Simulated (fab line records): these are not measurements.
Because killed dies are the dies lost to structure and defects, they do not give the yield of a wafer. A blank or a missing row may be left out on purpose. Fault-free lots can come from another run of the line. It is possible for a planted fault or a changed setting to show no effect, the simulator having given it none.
fab line records	flow rit-cmos
record: lots: 14	wafers: 42	last-day: 7
route steps=202 shown SDANNEAL@156 PSD@157 PLDD@159
lots untouched by any fault: they come from a run of this same line in which no faults occurred
start-h: the number of hours between the record's first day and the start of the first shown wafer of the lot	wait-h: hours elapsed since this lot's preceding step	" unchanged from the row above	L1.1+2: one row covering several wafers at once	- value missing, or start not given	* or withheld: withheld	< > ~ a bound
route shown NAME@n: NAME is a module with steps in the file, n the number in the route of the first one	usual: average and standard deviation across the fault-free wafers	same: alike in all rows	chamber/n: place in a boat	sites: each site's reading	_std_site: their standard deviation	_edge_site: the outer-site mean with the inner-site mean subtracted	radius-mm: how far each site lies from the wafer's centre	mask NAME#n: copy n	behind: tool/chamber where the wafer was last shaped	hold: cause of the lot's hold/its duration in hours/its outcome	device: transistor that didn't switch, given as n, p or np	end of line: the same wafers' tests at the end of the route	a step without rows: its recipe alone	killed: dies lost to structure and defects at the first sort, not the wafer's yield	map: dies across one wafer; x = killed, . = not, _ = none there
set.NAME: the setting the step ran with; set.NAME@STEP: the setting that earlier step ran with	model.NAME: the simulator's own value behind a step, which no gauge read
the route's steps for a sample of lots (tables are steps, rows are wafers)
== steps ==
step: RIT_SDANNEAL_RTA_03
recipe: temp-c: 1050	time-s: 5	idle-temp-c: 600	ramp-up-c-per-s: 342	ramp-down-c-per-s: 171	cool-to-c: 600	ambient: N2
usual: wafer_temp_C_max: 1053.5/1.2
lot.wafer	tool	chamber	start-h	wait-h	wafer_temp_C_max
L280.1	rtp-anneal-01	0	53.17	0.0	1052.9
L280.4	"	0	"	"	1054.8
L280.6	"	0	"	"	1055.7
L281.1	rtp-anneal-02	0	56.02	0.0	1055.3
L281.3	"	0	"	"	1053.0
L281.4	"	0	"	"	1053.4
L282.2	rtp-anneal-01	0	60.81	0.0	1052.5
L282.4	"	0	"	"	1053.9
L282.6	"	0	"	"	1053.2
L283.3	rtp-anneal-02	0	68.69	0.0	1053.4
L283.4	"	0	"	"	1054.1
L283.5	"	0	"	"	1052.8
L284.2	rtp-anneal-01	0	71.15	0.0	1054.6
L284.4	"	0	"	"	1053.5
L284.6	"	0	"	"	1055.1
L285.1	rtp-anneal-02	0	81.85	0.0	1053.4
L285.2	"	0	"	"	1052.3
L285.5	"	0	"	"	1053.1
L287.3	rtp-anneal-02	0	86.59	0.0	1054.4
L287.4	"	0	"	"	1053.5
L287.6	"	0	"	"	1053.9
L290.1	rtp-anneal-01	0	104.57	0.0	1052.6
L290.2	"	0	"	"	1055.6
L290.6	"	0	"	"	1053.5
L292.1	rtp-anneal-01	0	116.13	0.0	1053.3
L292.2	"	0	"	"	1055.1
L292.4	"	0	"	"	1054.7
L293.3	rtp-anneal-02	0	118.25	0.0	1053.6
L293.4	"	0	"	"	1053.3
L293.5	"	0	"	"	1053.4
L295.1	rtp-anneal-02	0	124.91	0.0	1053.9
L295.5	"	0	"	"	1052.6
L295.6	"	0	"	"	1052.1
L296.3	rtp-anneal-01	0	130.22	0.0	1051.7
L296.4	"	0	"	"	1053.3
L296.5	"	0	"	"	1055.0
L298.2	rtp-anneal-01	0	142.02	0.0	1055.3
L298.4	"	0	"	"	1052.6
L298.6	"	0	"	"	1055.7
L302.2	rtp-anneal-01	0	162.00	0.0	1053.1
L302.4	"	0	"	"	1053.6
L302.5	"	0	"	"	1051.6
step: RIT_SDANNEAL_RS_MEAS_04
recipe: thk-meas-gauge: four-point-probe
usual: PSD_RS: 116.1/0.3
lot.wafer	tool	chamber	start-h	wait-h	PSD_RS[ohm/sq]
L280.1	film-metro-03	-	53.23	0.0	116.4
L280.4	"	-	"	"	116.2
L280.6	"	-	"	"	115.8
L281.1	film-metro-03	-	56.08	0.0	116.4
L281.3	"	-	"	"	116.1
L281.4	"	-	"	"	116.2
L282.2	film-metro-02	-	60.93	0.1	115.3
L282.4	"	-	"	"	115.5
L282.6	"	-	"	"	115.9
L283.3	film-metro-02	-	68.76	0.1	116.1
L283.4	"	-	"	"	116.0
L283.5	"	-	"	"	116.0
L284.2	film-metro-04	-	71.27	0.1	116.0
L284.4	"	-	"	"	115.9
L284.6	"	-	"	"	116.3
L285.1	film-metro-04	-	81.90	0.0	116.0
L285.2	"	-	"	"	116.3
L285.5	"	-	"	"	116.3
L287.3	film-metro-03	-	86.67	0.1	116.1
L287.4	"	-	"	"	116.0
L287.6	"	-	"	"	116.0
L290.1	film-metro-02	-	104.69	0.1	116.4
L290.2	"	-	"	"	116.0
L290.6	"	-	"	"	116.0
L292.1	film-metro-04	-	116.25	0.1	116.5
L292.2	"	-	"	"	116.7
L292.4	"	-	"	"	116.5
L293.3	film-metro-03	-	118.33	0.1	128.2
L293.4	"	-	"	"	128.4
L293.5	"	-	"	"	128.1
L295.1	film-metro-02	-	124.97	0.0	127.8
L295.5	"	-	"	"	128.2
L295.6	"	-	"	"	128.2
L296.3	film-metro-04	-	130.30	0.1	115.8
L296.4	"	-	"	"	116.0
L296.5	"	-	"	"	116.0
L298.2	film-metro-04	-	142.09	0.1	116.3
L298.4	"	-	"	"	115.9
L298.6	"	-	"	"	116.0
L302.2	film-metro-03	-	162.07	0.1	116.0
L302.4	"	-	"	"	115.7
L302.5	"	-	"	"	116.0
step: RIT_SDANNEAL_RS_MEAS_06
recipe: thk-meas-gauge: four-point-probe
usual: PLDD_RS: 178.7/0.54
lot.wafer	tool	chamber	start-h	wait-h	PLDD_RS[ohm/sq]
L280.1	film-metro-03	-	53.47	0.1	178.9
L280.4	"	-	"	"	178.6
L280.6	"	-	"	"	178.3
L281.1	film-metro-03	-	56.32	0.1	179.5
L281.3	"	-	"	"	179.2
L281.4	"	-	"	"	179.0
L282.2	film-metro-02	-	61.17	0.1	178.1
L282.4	"	-	"	"	178.6
L282.6	"	-	"	"	178.3
L283.3	film-metro-02	-	69.00	0.1	178.6
L283.4	"	-	"	"	178.3
L283.5	"	-	"	"	178.4
L284.2	film-metro-04	-	71.51	0.1	179.2
L284.4	"	-	"	"	179.8
L284.6	"	-	"	"	179.3
L285.1	film-metro-04	-	82.14	0.1	178.5
L285.2	"	-	"	"	179.0
L285.5	"	-	"	"	178.5
L287.3	film-metro-03	-	86.91	0.1	177.8
L287.4	"	-	"	"	177.7
L287.6	"	-	"	"	178.1
L290.1	film-metro-02	-	104.93	0.1	178.2
L290.2	"	-	"	"	178.0
L290.6	"	-	"	"	178.2
L292.1	film-metro-04	-	116.49	0.1	179.2
L292.2	"	-	"	"	179.2
L292.4	"	-	"	"	179.4
L293.3	film-metro-03	-	118.57	0.1	190.7
L293.4	"	-	"	"	191.2
L293.5	"	-	"	"	191.4
L295.1	film-metro-02	-	125.21	0.1	190.6
L295.5	"	-	"	"	191.3
L295.6	"	-	"	"	191.5
L296.3	film-metro-04	-	130.54	0.1	178.5
L296.4	"	-	"	"	178.8
L296.5	"	-	"	"	178.0
L298.2	film-metro-04	-	142.33	0.1	178.4
L298.4	"	-	"	"	178.1
L298.6	"	-	"	"	178.4
L302.2	film-metro-03	-	162.31	0.1	178.7
L302.4	"	-	"	"	178.5
L302.5	"	-	"	"	178.9
== key ==
first-sign: step: RIT_SDANNEAL_RS_MEAS_04	reading: PSD_RS	direction: up	sigmas: 40	usual: 116.1	struck: 128.2
effect: step: RIT_SDANNEAL_RS_MEAS_06	reading: PLDD_RS	direction: up	sigmas: 23	usual: 178.7	struck: 191.1
met-at RIT_SDANNEAL_RTA_03
struck-lots L293,L295
tester-left-out L293,L295
onset-between 86.59 118.25
fault: kind: process-parameter-drift	tool: rtp-anneal-02	chamber: -	onset-h: 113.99	steps: RIT_SDANNEAL_RTA_03	channel: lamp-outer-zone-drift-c	offset: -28	shape: step	end-h: 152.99
tester-left-out: of these lots the tester's yield and bins aren't shown, on N5 and GAA mostly nor the transistor test; their killed dies are dies lost to structure and defects alone, not to doping, threshold or leakage, so they don't give the yield
